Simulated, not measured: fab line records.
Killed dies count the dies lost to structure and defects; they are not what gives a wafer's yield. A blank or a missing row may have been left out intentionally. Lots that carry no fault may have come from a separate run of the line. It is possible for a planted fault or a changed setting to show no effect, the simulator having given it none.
Split-lot experiment + flow berkeley-cmos170 + 23 wafers read from 5 lots, route of 331 steps

== ON THE SPLIT ==
At UCB170_PSD_IMPLANT_08, the setting energy-kev was moved away from the recipe's 20 on 9 of the 23 wafers read, by -5.9% to +4.7%. The other wafers ran this setting at the recipe's value.

The reading is taken at the split's own step.

== THE READING ==
The simulator's own value implant.drp-nm, read by no gauge, in nm at UCB170_PSD_IMPLANT_08. There is no usual value for it anywhere in the file.

| wafer  | tool, chamber at the split | energy-kev as run | against the recipe | implant.drp-nm, nm | against lot-mates on the recipe |
|--------|----------------------------|-------------------|--------------------|--------------------|---------------------------------|
| L074.1 | implanter-04, 0            | 18.91             | -5.4%              | 27.24              | -1.10                           |
| L074.2 | implanter-04, 0            | 18.91             | -5.4%              | 27.24              | -1.10                           |
| L074.4 | implanter-04, 0            | 18.91             | -5.4%              | 27.24              | -1.10                           |
| L074.3 | implanter-04, 0            | 20                | recipe             | 28.34              | -                               |
| L074.5 | implanter-04, 0            | 20                | recipe             | 28.34              | -                               |
| L078.1 | implanter-02, 0            | 20                | recipe             | 28.34              | -                               |
| L078.2 | implanter-02, 0            | 20                | recipe             | 28.34              | -                               |
| L078.6 | implanter-02, 0            | 20                | recipe             | 28.34              | -                               |
| L082.2 | implanter-03, 0            | 20                | recipe             | 28.34              | -                               |
| L082.3 | implanter-03, 0            | 20                | recipe             | 28.34              | -                               |
| L082.4 | implanter-03, 0            | 20                | recipe             | 28.34              | -                               |
| L082.5 | implanter-03, 0            | 20                | recipe             | 28.34              | -                               |
| L082.6 | implanter-03, 0            | 20                | recipe             | 28.34              | -                               |
| L083.1 | implanter-04, 0            | 18.82             | -5.9%              | 27.15              | -1.19                           |
| L083.2 | implanter-04, 0            | 18.82             | -5.9%              | 27.15              | -1.19                           |
| L083.5 | implanter-04, 0            | 18.82             | -5.9%              | 27.15              | -1.19                           |
| L083.4 | implanter-04, 0            | 20                | recipe             | 28.34              | -                               |
| L083.6 | implanter-04, 0            | 20                | recipe             | 28.34              | -                               |
| L080.1 | implanter-02, 0            | 20.95             | +4.7%              | 29.4               | +1.06                           |
| L080.3 | implanter-02, 0            | 20.95             | +4.7%              | 29.4               | +1.06                           |
| L080.4 | implanter-02, 0            | 20.95             | +4.7%              | 29.4               | +1.06                           |
| L080.2 | implanter-02, 0            | 20                | recipe             | 28.34              | -                               |
| L080.6 | implanter-02, 0            | 20                | recipe             | 28.34              | -                               |

THE FIT
A straight line over all 23 wafers: implant.drp-nm changes by +0.209 nm for each +1% of energy-kev; r = +1.00; the points scatter about the line by 0.027 nm.
The same after taking each lot's own level away (the mean of its wafers on the recipe; 23 wafers): +0.209 nm for each +1%; r = +1.00; scatter 0.027 nm.
The reading moves by 1.2 nm for the largest change in energy-kev, on that fit.
The lots' own levels span 28.340 to 28.340 nm.
Consequently the slope shifts little with the lot-to-lot level, the two slopes agreeing.
Check: -1.22 nm against its lot-mates is what the line predicts for one of the wafers moved furthest among these (-5.9%) when that wafer is left out of the fit. It came out at -1.19 nm against them.

== THESE WAFERS: OTHER SPLITS ==
These wafers also went through other splits before the reading. Each is held against what the fit with the lots' levels taken away leaves over:
| other split on the same wafers    | wafers away from the commonest value | r with implant.drp-nm (lot level and that fit taken away) |
|-----------------------------------|--------------------------------------|-----------------------------------------------------------|
| UCB170_ZERO_COAT_01 resist-thk-nm | 7                                    | -0.35                                                     |
| UCB170_ZERO_DEVELOP_05 dev-temp-c | 11                                   | +0.17                                                     |
| UCB170_NVT_IMPLANT_07 energy-kev  | 11                                   | +0.03                                                     |
| UCB170_GATE_ETCH_15 time-s        | 9                                    | +0.00                                                     |
| UCB170_NLDD_PEB_04 peb-temp-c     | 6                                    | -0.15                                                     |
| UCB170_NLDD_IMPLANT_09 energy-kev | 8                                    | -0.07                                                     |

== THE WHOLE CHAIN: every reading that the file lists as answering this split, in the file's order ==
| step                  | what it does | reading                                                         | change (the file's fit)               | r (the file's) |
|-----------------------|--------------|-----------------------------------------------------------------|---------------------------------------|----------------|
| UCB170_PSD_IMPLANT_08 |              | implant.rp-nm (the simulator's own value, which no gauge read)  | +0.644 nm for each +1% of the setting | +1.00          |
| UCB170_PSD_IMPLANT_08 |              | implant.drp-nm (the simulator's own value, which no gauge read) | +0.207 nm for each +1% of the setting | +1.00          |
| UCB170_PSD_STRIP_09   | strips in O2 | strip-time-to-endpoint-s                                        | withheld for each +1% of the setting  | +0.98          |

== THE FILE'S OWN FIT ==
implant.drp-nm changes by +0.207 nm for each +1% of energy-kev, r = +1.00.
